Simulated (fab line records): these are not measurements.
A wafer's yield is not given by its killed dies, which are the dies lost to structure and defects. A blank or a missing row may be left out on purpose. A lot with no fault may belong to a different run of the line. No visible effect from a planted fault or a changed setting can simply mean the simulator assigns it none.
Which tool did it? || flow berkeley cmos170 || 14 lots, 42 wafers sampled, at 5 steps of a route of 331

## WHAT THE GAUGES READ, wafer by wafer
UCB170_PVT_OVL_MEAS_06. Usual: PVT_OVL typically reads 4 nm, with standard deviation 6.2.
{"lot": "L504", "measured": "day 7 13:44", "on": "overlay-02", "PVT_OVL (nm)": "2 3 7", "flag": ""}
{"lot": "L506", "measured": "day 7 20:35", "on": "overlay-02", "PVT_OVL (nm)": "0 3 0", "flag": ""}
{"lot": "L505", "measured": "day 7 20:41", "on": "overlay-01", "PVT_OVL (nm)": "-1 1 -4", "flag": ""}
{"lot": "L507", "measured": "day 8 06:11", "on": "overlay-01", "PVT_OVL (nm)": "-1 2 4", "flag": ""}
{"lot": "L509", "measured": "day 8 23:22", "on": "overlay-01", "PVT_OVL (nm)": "-1 -10 2", "flag": ""}
{"lot": "L508", "measured": "day 8 23:55", "on": "overlay-02", "PVT_OVL (nm)": "4 14 4", "flag": ""}
{"lot": "L511", "measured": "day 9 01:07", "on": "overlay-01", "PVT_OVL (nm)": "4 14 6", "flag": ""}
{"lot": "L512", "measured": "day 9 19:02", "on": "overlay-02", "PVT_OVL (nm)": "1 4 1", "flag": ""}
{"lot": "L515", "measured": "day 9 19:07", "on": "overlay-01", "PVT_OVL (nm)": "7 13 10", "flag": ""}
{"lot": "L521", "measured": "day 10 16:37", "on": "overlay-02", "PVT_OVL (nm)": "1 -7 -2", "flag": ""}
{"lot": "L520", "measured": "day 10 16:38", "on": "overlay-01", "PVT_OVL (nm)": "-13 -10 -4", "flag": ""}
{"lot": "L525", "measured": "day 11 09:07", "on": "overlay-01", "PVT_OVL (nm)": "4 4 0", "flag": ""}
{"lot": "L527", "measured": "day 11 23:07", "on": "overlay-02", "PVT_OVL (nm)": "10 8 4", "flag": ""}
{"lot": "L526", "measured": "day 12 00:44", "on": "overlay-02", "PVT_OVL (nm)": "11 8 6", "flag": ""}

UCB170_NLDD_TW_MEAS_11. Usual: NLDD_TW typically reads 2215, with standard deviation 14.
{"lot": "L504", "measured": "day 8 08:10", "on": "film metro-03", "NLDD_TW": "2229 2228 2228", "flag": ""}
{"lot": "L506", "measured": "day 8 15:31", "on": "film metro-01", "NLDD_TW": "2237 2238 2234", "flag": ""}
{"lot": "L505", "measured": "day 8 14:20", "on": "film metro-03", "NLDD_TW": "2220 2215 2233", "flag": ""}
{"lot": "L507", "measured": "day 9 04:59", "on": "film metro-04", "NLDD_TW": "2205 2208 2202", "flag": ""}
{"lot": "L509", "measured": "day 10 02:50", "on": "film metro-01", "NLDD_TW": "2246 2241 2231", "flag": ""}
{"lot": "L508", "measured": "day 10 03:07", "on": "film metro-03", "NLDD_TW": "2216 2218 2218", "flag": ""}
{"lot": "L511", "measured": "day 10 03:02", "on": "film metro-01", "NLDD_TW": "2229 2220 2241", "flag": ""}
{"lot": "L512", "measured": "day 10 16:16", "on": "film metro-04", "NLDD_TW": "2191 2197 2195", "flag": ""}
{"lot": "L515", "measured": "day 10 15:55", "on": "film metro-04", "NLDD_TW": "2205 2202 2188", "flag": ""}
{"lot": "L521", "measured": "day 11 14:59", "on": "film metro-04", "NLDD_TW": "2202 2209 2210", "flag": ""}
{"lot": "L520", "measured": "day 11 14:13", "on": "film metro-01", "NLDD_TW": "2229 2234 2222", "flag": ""}
{"lot": "L525", "measured": "day 12 08:09", "on": "film metro-01", "NLDD_TW": "2203 2213 2207", "flag": ""}
{"lot": "L527", "measured": "day 12 21:43", "on": "film metro-04", "NLDD_TW": "2226 2229 2214", "flag": ""}
{"lot": "L526", "measured": "day 12 21:10", "on": "film metro-04", "NLDD_TW": "2214 2207 2220", "flag": ""}

UCB170_PSD_OVL_MEAS_07. Usual: PSD_OVL typically reads -2 nm, with standard deviation 6.1.
{"lot": "L504", "measured": "day 8 16:58", "on": "overlay-02", "PSD_OVL (nm)": "-5 -9 1", "flag": ""}
{"lot": "L506", "measured": "day 9 00:56", "on": "overlay-02", "PSD_OVL (nm)": "-3 -6 -1", "flag": ""}
{"lot": "L505", "measured": "day 9 00:40", "on": "overlay-01", "PSD_OVL (nm)": "3 3 2", "flag": ""}
{"lot": "L507", "measured": "day 9 15:49", "on": "overlay-01", "PSD_OVL (nm)": "1 5 -3", "flag": ""}
{"lot": "L509", "measured": "day 10 11:18", "on": "overlay-02", "PSD_OVL (nm)": "-4 1 -3", "flag": ""}
{"lot": "L508", "measured": "day 10 11:39", "on": "overlay-02", "PSD_OVL (nm)": "-1 9 7", "flag": ""}
{"lot": "L511", "measured": "day 10 11:32", "on": "overlay-01", "PSD_OVL (nm)": "-7 -12 -9", "flag": ""}
{"lot": "L512", "measured": "day 11 00:52", "on": "overlay-01", "PSD_OVL (nm)": "2 3 0", "flag": ""}
{"lot": "L515", "measured": "day 11 01:05", "on": "overlay-01", "PSD_OVL (nm)": "-6 -2 -7", "flag": ""}
{"lot": "L521", "measured": "day 11 22:38", "on": "overlay-02", "PSD_OVL (nm)": "-2 -5 -3", "flag": ""}
{"lot": "L520", "measured": "day 11 22:54", "on": "overlay-02", "PSD_OVL (nm)": "6 -2 5", "flag": ""}
{"lot": "L525", "measured": "day 12 18:03", "on": "overlay-02", "PSD_OVL (nm)": "6 3 0", "flag": ""}
{"lot": "L527", "measured": "day 13 03:34", "on": "overlay-02", "PSD_OVL (nm)": "-14 -5 -9", "flag": ""}
{"lot": "L526", "measured": "day 13 03:14", "on": "overlay-01", "PSD_OVL (nm)": "-3 7 3", "flag": ""}

UCB170_SDANNEAL_RS_MEAS_04: a four-point-probe measurement. Usual: PLDD_RS typically reads 1032.6 ohm/sq, with standard deviation 2.2.
{"lot": "L504", "measured": "day 8 20:16", "on": "film metro-03", "PLDD_RS (ohm/sq)": "1033.6 1033.6 1035.3", "flag": ""}
{"lot": "L506", "measured": "day 9 05:16", "on": "film metro-01", "PLDD_RS (ohm/sq)": "1031.4 1033.9 1031.5", "flag": ""}
{"lot": "L505", "measured": "day 9 04:49", "on": "film metro-03", "PLDD_RS (ohm/sq)": "1031.7 1030.0 1031.8", "flag": ""}
{"lot": "L507", "measured": "day 9 19:12", "on": "film metro-04", "PLDD_RS (ohm/sq)": "1036.1 1035.8 1035.7", "flag": ""}
{"lot": "L509", "measured": "day 10 14:56", "on": "film metro-01", "PLDD_RS (ohm/sq)": "1032.1 1031.9 1032.3", "flag": ""}
{"lot": "L508", "measured": "day 10 15:50", "on": "film metro-03", "PLDD_RS (ohm/sq)": "1031.5 1032.1 1034.4", "flag": ""}
{"lot": "L511", "measured": "day 10 15:23", "on": "film metro-04", "PLDD_RS (ohm/sq)": "1030.6 1032.5 1033.3", "flag": ""}
{"lot": "L512", "measured": "day 11 05:21", "on": "film metro-01", "PLDD_RS (ohm/sq)": "1028.1 1030.6 1029.8", "flag": ""}
{"lot": "L515", "measured": "day 11 06:37", "on": "film metro-03", "PLDD_RS (ohm/sq)": "1031.9 1034.3 1033.0", "flag": ""}
{"lot": "L521", "measured": "day 12 03:23", "on": "film metro-04", "PLDD_RS (ohm/sq)": "1092.8 1089.3 1094.0", "flag": "OFF"}
{"lot": "L520", "measured": "day 12 03:50", "on": "film metro-01", "PLDD_RS (ohm/sq)": "1090.9 1087.8 1088.0", "flag": "OFF"}
{"lot": "L525", "measured": "day 12 23:44", "on": "film metro-04", "PLDD_RS (ohm/sq)": "1031.9 1032.1 1033.9", "flag": ""}
{"lot": "L527", "measured": "day 13 12:45", "on": "film metro-01", "PLDD_RS (ohm/sq)": "1030.5 1030.5 1030.6", "flag": ""}
{"lot": "L526", "measured": "day 13 09:29", "on": "film metro-03", "PLDD_RS (ohm/sq)": "1032.8 1033.6 1035.9", "flag": ""}

## EACH LOT AND THE TOOL THAT RAN IT (in order: tool; ch and the chambers of the sampled wafers; start)
{"lot": "L504", "UCB170_SPACER_ANNEAL_02": "furnace-02 ch 0, day 8 13:47"}
{"lot": "L506", "UCB170_SPACER_ANNEAL_02": "furnace-04 ch 0, day 8 21:32"}
{"lot": "L505", "UCB170_SPACER_ANNEAL_02": "furnace-04 ch 0, day 8 21:32"}
{"lot": "L507", "UCB170_SPACER_ANNEAL_02": "furnace-04 ch 0, day 9 13:09"}
{"lot": "L509", "UCB170_SPACER_ANNEAL_02": "furnace-01 ch 0, day 10 08:04"}
{"lot": "L508", "UCB170_SPACER_ANNEAL_02": "furnace-01 ch 0, day 10 08:04"}
{"lot": "L511", "UCB170_SPACER_ANNEAL_02": "furnace-01 ch 0, day 10 08:04"}
{"lot": "L512", "UCB170_SPACER_ANNEAL_02": "furnace-04 ch 0, day 10 20:51"}
{"lot": "L515", "UCB170_SPACER_ANNEAL_02": "furnace-04 ch 0, day 10 20:51"}
{"lot": "L521", "UCB170_SPACER_ANNEAL_02": "furnace-01 ch 0, day 11 18:31"}
{"lot": "L520", "UCB170_SPACER_ANNEAL_02": "furnace-01 ch 0, day 11 18:31"}
{"lot": "L525", "UCB170_SPACER_ANNEAL_02": "furnace-04 ch 0, day 12 13:15"}
{"lot": "L527", "UCB170_SPACER_ANNEAL_02": "furnace-04 ch 0, day 13 00:11"}
{"lot": "L526", "UCB170_SPACER_ANNEAL_02": "furnace-04 ch 0, day 13 00:11"}
- UCB170_SPACER_ANNEAL_02: time 1800 s.

## AS READ BY THE TOOLS THEMSELVES (means over the sampled wafers that have a number; for cases with no such wafer, the mark the record gives instead)
UCB170_SPACER_ANNEAL_02. Usual: spike tc centre C 902.2 C, standard deviation 1.4; spike tc load C 924.4 C, standard deviation 2.1; spike tc source C 924.3 C, standard deviation 2.5; tube center temp C 900 C, standard deviation 0.08; tube_center_temp_C_max 902.3, standard deviation 0.37.
{"lot": "L504", "tool": "furnace-02", "spike tc centre C (C)": 903.4, "spike tc load C (C)": 923.6, "spike tc source C (C)": 925.0, "tube center temp C (C)": 900, "tube_center_temp_C_max": 902.3, "flag": ""}
{"lot": "L506", "tool": "furnace-04", "spike tc centre C (C)": 900.0, "spike tc load C (C)": 926.7, "spike tc source C (C)": 927.4, "tube center temp C (C)": 900, "tube_center_temp_C_max": 902.4, "flag": ""}
{"lot": "L505", "tool": "furnace-04", "spike tc centre C (C)": 900.4, "spike tc load C (C)": 926.6, "spike tc source C (C)": 926.6, "tube center temp C (C)": 900, "tube_center_temp_C_max": 902.0, "flag": ""}
{"lot": "L507", "tool": "furnace-04", "spike tc centre C (C)": 902.7, "spike tc load C (C)": 926.8, "spike tc source C (C)": 926.9, "tube center temp C (C)": 900, "tube_center_temp_C_max": 902.6, "flag": ""}
{"lot": "L509", "tool": "furnace-01", "spike tc centre C (C)": 902.6, "spike tc load C (C)": 923.3, "spike tc source C (C)": 922.4, "tube center temp C (C)": 900, "tube_center_temp_C_max": 902.1, "flag": ""}
{"lot": "L508", "tool": "furnace-01", "spike tc centre C (C)": 903.2, "spike tc load C (C)": 923.0, "spike tc source C (C)": 921.9, "tube center temp C (C)": 900, "tube_center_temp_C_max": 902.4, "flag": ""}
{"lot": "L511", "tool": "furnace-01", "spike tc centre C (C)": 903.4, "spike tc load C (C)": 922.9, "spike tc source C (C)": 921.6, "tube center temp C (C)": 900, "tube_center_temp_C_max": 902.6, "flag": ""}
{"lot": "L512", "tool": "furnace-04", "spike tc centre C (C)": 900.8, "spike tc load C (C)": 926.3, "spike tc source C (C)": 927.8, "tube center temp C (C)": 900, "tube_center_temp_C_max": 902.1, "flag": ""}
{"lot": "L515", "tool": "furnace-04", "spike tc centre C (C)": 901.1, "spike tc load C (C)": 926.7, "spike tc source C (C)": 926.7, "tube center temp C (C)": 900, "tube_center_temp_C_max": 902.2, "flag": ""}
{"lot": "L521", "tool": "furnace-01", "spike tc centre C (C)": 889.0, "spike tc load C (C)": 907.0, "spike tc source C (C)": 905.7, "tube center temp C (C)": 885, "tube_center_temp_C_max": 887.3, "flag": "OFF"}
{"lot": "L520", "tool": "furnace-01", "spike tc centre C (C)": 887.2, "spike tc load C (C)": 907.6, "spike tc source C (C)": 906.0, "tube center temp C (C)": 885, "tube_center_temp_C_max": 887.0, "flag": "OFF"}
{"lot": "L525", "tool": "furnace-04", "spike tc centre C (C)": 902.2, "spike tc load C (C)": 926.4, "spike tc source C (C)": 926.3, "tube center temp C (C)": 900, "tube_center_temp_C_max": 902.4, "flag": ""}
{"lot": "L527", "tool": "furnace-04", "spike tc centre C (C)": 901.2, "spike tc load C (C)": 927.5, "spike tc source C (C)": 926.9, "tube center temp C (C)": 900, "tube_center_temp_C_max": 902.5, "flag": ""}
{"lot": "L526", "tool": "furnace-04", "spike tc centre C (C)": 902.1, "spike tc load C (C)": 926.5, "spike tc source C (C)": 926.3, "tube center temp C (C)": 900, "tube_center_temp_C_max": 902.1, "flag": ""}

## THE ANSWER, worked out from the rows above alone
Rule: take the mean of a lot's wafers that have a number; if it is more than 3 standard deviations from the usual mean, the lot is off. A lot without any number at a reading at which 4 lots or more have one is off too. All remaining lots with rows at the step are treated as sound. After the gauges, taken in route order, come the tools' own readings; for these a lot's mean is taken, as printed above. At the first step where some lot is off, the reading lying furthest off is the one used; lots without a number count as furthest.
Off: L521, L520, seen at UCB170_SDANNEAL_RS_MEAS_04 (PLDD_RS).
If a tool, at a process step before that reading, ran all the lots that are off and no sound lot after the first of them, it fits. Not tried: the gauges at UCB170_SDANNEAL_RS_MEAS_04; whatever is off there is also off at UCB170_SPACER_ANNEAL_02, on other tools, and gauge error can't account for it. One fits: UCB170_SPACER_ANNEAL_02 on furnace-01. A fault onset in the window from L508 (day 10 08:04, its last sound lot) to L520 (day 11 18:31, its first lot off) fits.
The tool's own readings at UCB170_SPACER_ANNEAL_02 bear it out: on the lots that are off they differ by more than 5 times the standard deviation of the sound lots' means. spike tc centre C reads 888.1 C there against 901.9 C on the sound lots; spike tc load C reads 907.3 C there against 925.5 C on the sound lots; spike tc source C reads 905.9 C there against 925.5 C on the sound lots; tube center temp C reads 885 C there against 900 C on the sound lots; tube_center_temp_C_max reads 887.1 there against 902.3 on the sound lots.

## WHAT THE SIMULATOR HAD INSERTED
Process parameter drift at UCB170_SPACER_ANNEAL_02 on furnace-01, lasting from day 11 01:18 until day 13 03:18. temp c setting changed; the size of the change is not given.
Lots struck among those shown: L521, L520. The rule given above showed the same thing.
